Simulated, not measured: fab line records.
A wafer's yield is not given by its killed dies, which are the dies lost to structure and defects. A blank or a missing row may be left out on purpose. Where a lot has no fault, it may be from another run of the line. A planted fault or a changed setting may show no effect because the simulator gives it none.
Check for tools in common / flow berkeley cmos170 / 14 lots, 42 wafers sampled

## THE REASON FOR OPENING IT
UCB170_NLDD_TW_MEAS_11, reading NLDD_TW: flagged on 2 of 14 lots. No-fault wafers: 2229, standard deviation 19.
Rule: a lot is flagged in two cases, either no wafer of it has a number, or all its wafers with numbers fall more than 4 standard deviations from that mean. All remaining lots are regarded as sound.

lot=L504; measured=day 6 07:05; on=film metro-03; NLDD_TW, wafer by wafer=2228 2229 2229; flag=
lot=L506; measured=day 6 21:39; on=film metro-04; NLDD_TW, wafer by wafer=2235 2237 2246; flag=
lot=L505; measured=day 6 21:54; on=film metro-01; NLDD_TW, wafer by wafer=2212 2210 2215; flag=
lot=L508; measured=day 7 05:52; on=film metro-03; NLDD_TW, wafer by wafer=2222 2223 2226; flag=
lot=L509; measured=day 7 17:45; on=film metro-03; NLDD_TW, wafer by wafer=2225 2229 2223; flag=
lot=L512; measured=day 8 01:20; on=film metro-03; NLDD_TW, wafer by wafer=2235 2245 2237; flag=
lot=L513; measured=day 8 14:14; on=film metro-01; NLDD_TW, wafer by wafer=2215 2198 2202; flag=
lot=L516; measured=day 9 18:30; on=film metro-01; NLDD_TW, wafer by wafer=2321 2311 2325; flag=FLAGGED
lot=L518; measured=day 9 22:08; on=film metro-04; NLDD_TW, wafer by wafer=2359 2371 2359; flag=FLAGGED
lot=L521; measured=day 9 22:24; on=film metro-01; NLDD_TW, wafer by wafer=2199 2204 2206; flag=
lot=L520; measured=day 9 22:37; on=film metro-04; NLDD_TW, wafer by wafer=2236 2255 2241; flag=
lot=L522; measured=day 11 01:02; on=film metro-01; NLDD_TW, wafer by wafer=2209 2220 2219; flag=
lot=L525; measured=day 11 01:09; on=film metro-03; NLDD_TW, wafer by wafer=2251 2266 2244; flag=
lot=L526; measured=day 11 18:11; on=film metro-01; NLDD_TW, wafer by wafer=2215 2217 2208; flag=
Average over the flagged lots: 2341; offset from the usual +112, equal to +6 standard deviations.

## TOOL THAT RAN EACH LOT
The record keeps 1 process step preceding the reading, out of 331 steps on the route. Every cell lists first the tool, next ch and the chambers used by the sampled wafers, and last the start.
lot=L504; flag=; UCB170_NLDD_IMPLANT_08=implanter-04 ch 0, day 6 06:43
lot=L506; flag=; UCB170_NLDD_IMPLANT_08=implanter-02 ch 0, day 6 21:15
lot=L505; flag=; UCB170_NLDD_IMPLANT_08=implanter-04 ch 0, day 6 21:31
lot=L508; flag=; UCB170_NLDD_IMPLANT_08=implanter-04 ch 0, day 7 05:28
lot=L509; flag=; UCB170_NLDD_IMPLANT_08=implanter-04 ch 0, day 7 17:22
lot=L512; flag=; UCB170_NLDD_IMPLANT_08=implanter-04 ch 0, day 8 00:58
lot=L513; flag=; UCB170_NLDD_IMPLANT_08=implanter-04 ch 0, day 8 13:50
lot=L516; flag=FLAGGED; UCB170_NLDD_IMPLANT_08=implanter-04 ch 0, day 9 18:07
lot=L518; flag=FLAGGED; UCB170_NLDD_IMPLANT_08=implanter-04 ch 0, day 9 21:44
lot=L521; flag=; UCB170_NLDD_IMPLANT_08=implanter-02 ch 0, day 9 22:02
lot=L520; flag=; UCB170_NLDD_IMPLANT_08=implanter-01 ch 0, day 9 22:13
lot=L522; flag=; UCB170_NLDD_IMPLANT_08=implanter-01 ch 0, day 11 00:40
lot=L525; flag=; UCB170_NLDD_IMPLANT_08=implanter-02 ch 0, day 11 00:47
lot=L526; flag=; UCB170_NLDD_IMPLANT_08=implanter-02 ch 0, day 11 17:47
What these steps do:
- UCB170_NLDD_IMPLANT_08
- UCB170_NLDD_TW_MEAS_11

## FLAGGED OVER TOTAL, TOOL BY TOOL (the gauges that took the reading come last)
step=UCB170_NLDD_IMPLANT_08; tool=implanter-01; lots run=2; flagged=0; share of the flagged lots=none; sound lots run after its first flagged lot=-
step=UCB170_NLDD_IMPLANT_08; tool=implanter-02; lots run=4; flagged=0; share of the flagged lots=none; sound lots run after its first flagged lot=-
step=UCB170_NLDD_IMPLANT_08; tool=implanter-04; lots run=8; flagged=2; share of the flagged lots=all; sound lots run after its first flagged lot=0
step=UCB170_NLDD_TW_MEAS_11; tool=film metro-01; lots run=6; flagged=1; share of the flagged lots=some; sound lots run after its first flagged lot=3 (L521,L522,L526)
step=UCB170_NLDD_TW_MEAS_11; tool=film metro-03; lots run=5; flagged=0; share of the flagged lots=none; sound lots run after its first flagged lot=-
step=UCB170_NLDD_TW_MEAS_11; tool=film metro-04; lots run=3; flagged=1; share of the flagged lots=some; sound lots run after its first flagged lot=1 (L520)

## WHAT THE TABLE PERMITS
In the table, 1 row covers all flagged lots: implanter-04 at UCB170_NLDD_IMPLANT_08.
- implanter-04 at UCB170_NLDD_IMPLANT_08 ran 8 lots, 2 of them flagged. A fault beginning between L513 (day 8 13:50), its last sound lot, and L516 (day 9 18:07), its first flagged one, fits the data. Its own readings (beam energy keV) fall more than 4 standard deviations out on all wafers of the flagged lots.
What remains is a single tool, implanter-04 at UCB170_NLDD_IMPLANT_08.

## WHAT THE SIMULATOR PUT IN
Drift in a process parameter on implanter-04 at UCB170_NLDD_IMPLANT_08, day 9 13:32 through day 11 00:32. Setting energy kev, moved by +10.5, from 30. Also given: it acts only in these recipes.
Lots struck among those shown: L516, L518. This agrees with what the rule above found.
